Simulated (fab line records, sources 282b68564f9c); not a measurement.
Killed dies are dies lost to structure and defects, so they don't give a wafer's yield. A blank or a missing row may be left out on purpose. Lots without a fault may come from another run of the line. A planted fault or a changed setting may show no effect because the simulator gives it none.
fab line records | flow rit_cmos
record lots=7 wafers=21 last_day=6
route steps=202 shown SDANNEAL@153 PSD@157 NSD@158 PLDD@159 NLDD@160 SILICIDE@161 M1@202
lots that met no fault: from a run of the same line without faults
start_h: hours from the record's first day to the start of the lot's first wafer shown | wait_h: hours since the lot's step before | " the same as in the row above | L1.1+2: a row that stands for several wafers | - no value, or no start given | * or withheld: withheld | < > ~ a bound
route shown NAME@n: a module of which the file shows steps, and the number in the route of the first | usual: mean/standard deviation of fault-free wafers | same: alike in all rows | chamber/n: place in a boat | sites: the reading at each site | _std_site: their standard deviation | _edge_site: outer sites' mean less inner sites' | radius_mm: how far each site lies from the wafer's centre | mask NAME#n: copy n | behind: the tool/chamber that last shaped the wafer | hold: why the lot was held/for how many hours/how that ended | device: the transistor (n, p or np) that didn't switch | end of line: the same wafers' tests at the end of the route | a step without rows: its recipe alone | killed: dies lost to structure and defects at the first sort, not the wafer's yield | map: a wafer's dies, x killed, . not, _ none there
set.NAME: the setting as run; set.NAME@STEP: as run at that earlier step | model.NAME: the simulator's own value behind a step, which no gauge read
lots at some steps of the route; a table a step, a row a wafer
services: from which hour (start_h, from the record's first day; less than 0 if before it) a tool's chamber was out of use, for how many hours, and why
## steps
# step RIT_SDANNEAL_CLEAN_00
# recipe chemistry=SC1 mix=3:3:50 time_s=600 temp_c=75
# step RIT_SDANNEAL_CLEAN_01
# recipe chemistry=dHF dilution=50:1 time_s=30
# step RIT_SDANNEAL_CLEAN_02
# recipe chemistry=SC2 mix=3:3:50 time_s=600 temp_c=75 dry=n2_spin
# step RIT_SDANNEAL_RTA_03
# recipe temp_c=1050 time_s=5 idle_temp_c=600 ramp_up_c_per_s=342 ramp_down_c_per_s=171 cool_to_c=600 ambient=N2
# usual chamber_o2_ppm=1.999/0.02 wafer_temp_C_max=1053.6/1.2
# columns lot.wafer tool chamber start_h wait_h chamber_o2_ppm wafer_temp_C_max
L778.1 rtp_anneal-02 0 57.59 0.0 1.995 1053.0
L778.3 " 0 " " 1.996 1052.6
L778.5 " 0 " " 2.002 1052.8
L785.2 rtp_anneal-02 0 96.80 0.0 1.991 1053.6
L785.5 " 0 " " 2.004 1053.5
L785.6 " 0 " " 2.033 1053.8
L788.1 rtp_anneal-02 0 105.69 0.0 2.050 1054.6
L788.2 " 0 " " 1.991 1055.5
L788.3 " 0 " " 2.023 1054.0
L790.1 rtp_anneal-02 0 114.35 0.0 1.951 1052.8
L790.4 " 0 " " 1.968 1054.3
L790.6 " 0 " " 2.005 1054.4
L791.1 rtp_anneal-01 0 120.45 0.0 1.950 1053.4
L791.3 " 0 " " 1.969 1052.2
L791.6 " 0 " " 2.002 1053.2
L792.1 rtp_anneal-02 0 122.29 0.0 1.997 1052.8
L792.2 " 0 " " 2.005 1053.4
L792.6 " 0 " " 1.990 1053.1
L793.2 rtp_anneal-01 0 128.96 0.0 2.006 1054.2
L793.3 " 0 " " 1.987 1053.3
L793.4 " 0 " " 2.011 1055.4
# step RIT_SDANNEAL_RS_MEAS_04
# recipe thk_meas_gauge=four-point-probe
# usual PSD_RS=115.8/0.32
# columns lot.wafer tool chamber start_h wait_h PSD_RS[ohm/sq]
L778.1 film_metro-04 - 57.65 0.0 115.8
L778.3 " - " " 115.3
L778.5 " - " " 115.6
L785.2 film_metro-03 - 96.87 0.1 115.8
L785.5 " - " " 115.8
L785.6 " - " " 116.0
L788.1 film_metro-04 - 105.75 0.0 115.9
L788.2 " - " " 116.0
L788.3 " - " " 115.7
L790.1 film_metro-01 - 114.41 0.0 115.8
L790.4 " - " " 115.7
L790.6 " - " " 115.9
L791.1 film_metro-01 - 120.51 0.0 116.1
L791.3 " - " " 115.7
L791.6 " - " " 115.7
L792.1 film_metro-01 - 122.34 0.0 116.2
L792.2 " - " " 115.9
L792.6 " - " " 115.3
L793.2 film_metro-01 - 129.08 0.1 115.6
L793.3 " - " " 115.3
L793.4 " - " " 116.1
# step RIT_SDANNEAL_RS_MEAS_05
# recipe thk_meas_gauge=four-point-probe
# usual NSD_RS=85.16/0.29
# columns lot.wafer tool chamber start_h wait_h NSD_RS[ohm/sq]
L778.1 film_metro-04 - 57.77 0.1 85.25
L778.3 " - " " 85.11
L778.5 " - " " 85.32
L785.2 film_metro-03 - 96.99 0.1 84.72
L785.5 " - " " 85.00
L785.6 " - " " 85.12
L788.1 film_metro-04 - 105.87 0.1 85.21
L788.2 " - " " 85.31
L788.3 " - " " 85.06
L790.1 film_metro-01 - 114.53 0.1 85.09
L790.4 " - " " 84.75
L790.6 " - " " 84.80
L791.1 film_metro-01 - 120.63 0.1 84.67
L791.3 " - " " 84.61
L791.6 " - " " 84.96
L792.1 film_metro-01 - 122.46 0.1 85.23
L792.2 " - " " 85.40
L792.6 " - " " 85.40
L793.2 film_metro-01 - 129.20 0.1 85.34
L793.3 " - " " 85.26
L793.4 " - " " 85.43
# step RIT_SDANNEAL_RS_MEAS_06
# recipe thk_meas_gauge=four-point-probe
# usual PLDD_RS=177.7/0.45
# columns lot.wafer tool chamber start_h wait_h PLDD_RS[ohm/sq]
L778.1 film_metro-04 - 57.89 0.1 177.3
L778.3 " - " " 176.9
L778.5 " - " " 176.8
L785.2 film_metro-03 - 97.11 0.1 177.3
L785.5 " - " " 177.3
L785.6 " - " " 177.6
L788.1 film_metro-04 - 105.99 0.1 177.2
L788.2 " - " " 177.4
L788.3 " - " " 176.9
L790.1 film_metro-01 - 114.65 0.1 177.9
L790.4 " - " " 177.5
L790.6 " - " " 177.7
L791.1 film_metro-01 - 120.75 0.1 177.5
L791.3 " - " " 177.5
L791.6 " - " " 177.2
L792.1 film_metro-01 - 122.58 0.1 177.6
L792.2 " - " " 177.7
L792.6 " - " " 177.9
L793.2 film_metro-01 - 129.32 0.1 178.4
L793.3 " - " " 178.1
L793.4 " - " " 178.1
# step RIT_SDANNEAL_RS_MEAS_07
# recipe thk_meas_gauge=four-point-probe
# usual NLDD_RS=151.6/0.58
# columns lot.wafer tool chamber start_h wait_h NLDD_RS[ohm/sq]
L778.1 film_metro-04 - 58.01 0.1 151.7
L778.3 " - " " 151.6
L778.5 " - " " 151.7
L785.2 film_metro-03 - 97.23 0.1 152.3
L785.5 " - " " 153.2
L785.6 " - " " 152.3
L788.1 film_metro-04 - 106.11 0.1 152.1
L788.2 " - " " 152.4
L788.3 " - " " 152.4
L790.1 film_metro-01 - 114.77 0.1 152.1
L790.4 " - " " 151.0
L790.6 " - " " 151.3
L791.1 film_metro-01 - 120.87 0.1 151.9
L791.3 " - " " 152.7
L791.6 " - " " 151.8
L792.1 film_metro-01 - 122.70 0.1 152.1
L792.2 " - " " 151.9
L792.6 " - " " 151.5
L793.2 film_metro-01 - 129.44 0.1 151.1
L793.3 " - " " 150.9
L793.4 " - " " 151.0
# step RIT_SILICIDE_WET_ETCH_00
# recipe chemistry=BOE target=SiO2 target_depth_nm=14 time_s=15 dry=n2_spin dilution=10:1 temp_c=21.5
# step RIT_SILICIDE_SPUTTER_01
# recipe material=Ti target_thk_nm=30 power_w=355.3 chamber_pressure_pa=0.667 gas=Ar time_s=240 substrate_temp_c=25
# usual throttle_valve_pct=30.0/1.1
# columns lot.wafer tool chamber start_h wait_h throttle_valve_pct
L778.1 pvd_sputter-02 - 58.14 0.0 29.0
L778.3 " - " " 29.3
L778.5 " - " " 28.2
L785.2 pvd_sputter-04 - 97.34 0.0 30.4
L785.5 " - " " 30.1
L785.6 " - " " 29.7
L788.1 pvd_sputter-01 - 106.24 0.0 31.6
L788.2 " - " " 31.1
L788.3 " - " " 29.6
L790.1 pvd_sputter-01 - 114.90 0.0 30.9
L790.4 " - " " 31.3
L790.6 " - " " 31.1
L791.1 pvd_sputter-02 - 121.00 0.0 29.5
L791.3 " - " " 28.1
L791.6 " - " " 28.1
L792.1 pvd_sputter-01 - 122.84 0.0 31.7
L792.2 " - " " 29.6
L792.6 " - " " 31.4
L793.2 pvd_sputter-02 - 129.55 0.0 28.2
L793.3 " - " " 29.2
L793.4 " - " " 29.3
# step RIT_SILICIDE_RS_MEAS_02
# recipe thk_meas_gauge=four-point-probe reads=Ti_of_SILICIDE_SPUTTER_01
# usual SILICIDE_TI_RS=47.3/0.54
# columns lot.wafer tool chamber start_h wait_h SILICIDE_TI_RS[ohm/sq]
L778.1 film_metro-02 - 58.29 0.1 47.6
L778.3 " - " " 46.7
L778.5 " - " " 46.9
L785.2 film_metro-04 - 97.51 0.1 47.4
L785.5 " - " " 47.5
L785.6 " - " " 46.4
L788.1 film_metro-02 - 106.39 0.1 47.1
L788.2 " - " " 47.3
L788.3 " - " " 47.2
L790.1 film_metro-02 - 115.05 0.1 47.1
L790.4 " - " " 46.6
L790.6 " - " " 46.6
L791.1 film_metro-04 - 121.17 0.1 47.6
L791.3 " - " " 46.4
L791.6 " - " " 47.0
L792.1 film_metro-04 - 122.99 0.1 47.2
L792.2 " - " " 47.7
L792.6 " - " " 47.5
L793.2 film_metro-01 - 129.72 0.1 46.9
L793.3 " - " " 47.0
L793.4 " - " " 47.1
# step RIT_SILICIDE_THK_MEAS_03
# recipe thk_meas_gauge=xrf reads=Ti_of_SILICIDE_SPUTTER_01
# usual SILICIDE_TI_THK=30.3/0.34
# columns lot.wafer tool chamber start_h wait_h SILICIDE_TI_THK[nm]
L778.1 film_metro-02 - 58.41 0.1 30.2
L778.3 " - " " 30.5
L778.5 " - " " 30.5
L785.2 film_metro-04 - 97.62 0.1 30.3
L785.5 " - " " 30.4
L785.6 " - " " 30.9
L788.1 film_metro-02 - 106.51 0.1 30.2
L788.2 " - " " 30.3
L788.3 " - " " 30.2
L790.1 film_metro-02 - 115.17 0.1 30.2
L790.4 " - " " 30.4
L790.6 " - " " 30.4
L791.1 film_metro-04 - 121.29 0.1 30.5
L791.3 " - " " 31.0
L791.6 " - " " 30.7
L792.1 film_metro-04 - 123.11 0.1 30.5
L792.2 " - " " 30.5
L792.6 " - " " 30.6
L793.2 film_metro-01 - 129.83 0.1 30.8
L793.3 " - " " 30.7
L793.4 " - " " 30.8
# step RIT_SILICIDE_RTA_04
# recipe temp_c=650 time_s=10 idle_temp_c=25 ramp_up_s=5 ramp_down_s=5 cool_to_c=25 ambient=N2
# usual chamber_o2_ppm=2.003/0.022 wafer_temp_C_max=652.9/0.96
# columns lot.wafer tool chamber start_h wait_h chamber_o2_ppm wafer_temp_C_max
L778.1 rtp_anneal-01 0 58.47 0.1 2.032 652.4
L778.3 " 0 " " 2.029 652.3
L778.5 " 0 " " 2.025 652.9
L785.2 rtp_anneal-01 0 97.68 0.1 2.012 651.9
L785.5 " 0 " " 2.001 652.3
L785.6 " 0 " " 2.000 653.1
L788.1 rtp_anneal-01 0 106.57 0.1 1502.0 652.0
L788.2 " 0 " " 1502.0 651.8
L788.3 " 0 " " 1502.0 652.0
L790.1 rtp_anneal-01 0 115.23 0.1 1502.0 651.8
L790.4 " 0 " " 1502.0 652.4
L790.6 " 0 " " 1502.0 651.3
L791.1 rtp_anneal-02 0 121.35 0.1 2.005 654.1
L791.3 " 0 " " 1.988 653.6
L791.6 " 0 " " 1.975 653.1
L792.1 rtp_anneal-01 0 123.17 0.1 1502.0 651.5
L792.2 " 0 " " 1502.0 651.4
L792.6 " 0 " " 1502.0 652.1
L793.2 rtp_anneal-02 0 129.89 0.1 2.009 654.4
L793.3 " 0 " " 1.981 653.9
L793.4 " 0 " " 1.984 653.4
# step RIT_SILICIDE_WET_ETCH_05
# recipe chemistry=SPM target=Ti temp_c=90 time_s=120 dry=n2_spin
# step RIT_M1_PROBE_99
# usual killed_at_M0_to_M3=0.0/0.12 killed_at_contacts=0.0/0.2 killed_at_front_end=6.8/3 killed_dies=6.9/3 killed_open=3.3/1.9 killed_short=3.6/1.9
# same gross_dies=264 killed_at_M4_up=0 killed_at_back_side=0 killed_at_other=0
# columns lot.wafer tool chamber start_h wait_h killed_at_M0_to_M3 killed_at_contacts killed_at_front_end killed_dies killed_open killed_short
L778.1 prober-02 - 65.09 0.1 0 0 8 8 3 5
L778.3 prober-02 - 65.19 0.2 0 0 4 4 3 1
L778.5 prober-02 - 65.29 0.2 0 0 6 6 2 4
L793.2 prober-01 - 136.48 0.1 0 0 3 3 1 2
L793.3 prober-01 - 136.53 0.2 0 0 9 9 2 7
L793.4 prober-01 - 136.58 0.2 0 0 5 5 1 4
# killed by level:class
L778.1 GATE:geometric_particle:open=2 SPACER:geometric_particle:short=2 SILICIDE:geometric_particle:short=2 REOX:geometric_particle:short=1 REOX:geometric_particle:open=1
L778.3 SILICIDE:geometric_particle:open=2 GATE:geometric_particle:open=1 REOX:geometric_particle:short=1
L778.5 SILICIDE:geometric_particle:short=3 GATE:geometric_particle:open=1 REOX:geometric_particle:short=1 SILICIDE:geometric_particle:open=1
L793.2 FOX1:geometric_particle:short=1 REOX:geometric_particle:short=1 REOX:geometric_particle:open=1
L793.3 FOX2:geometric_particle:short=4 GATE:geometric_particle:short=3 GATE:geometric_particle:open=2
L793.4 FOX1:geometric_particle:short=1 FOX2:geometric_particle:short=1 GATE:geometric_particle:open=1 REOX:geometric_particle:short=1 SPACER:geometric_particle:short=1
## services
# columns tool chamber start_h hours kind
rtp_anneal-01 - 65.47 3.1 pm
pvd_sputter-01 - 81.71 6.1 repair
pvd_sputter-04 - 108.97 38.8 repair
## key
first_sign step=RIT_SILICIDE_RTA_04 reading=chamber_o2_ppm direction=up sigmas=99+ usual=2.003 struck=1502.0
effect none on later readings
met_at RIT_SILICIDE_RTA_04
struck_wafers L788.1,L788.2,L788.3,L790.1,L790.4,L790.6,L792.1,L792.2,L792.6
tester_left_out L788,L790,L792
onset_between 97.68 106.57
fault kind=process_parameter_drift tool=rtp_anneal-01 chamber=- onset_h=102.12 steps=RIT_SILICIDE_RTA_04 channel=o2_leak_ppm offset=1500 shape=step end_h=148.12
# tester_left_out: of these lots the tester's yield and bins aren't shown, on N5 and GAA mostly nor the transistor test; their killed dies are dies lost to structure and defects alone, not to doping, threshold or leakage, so they don't give the yield
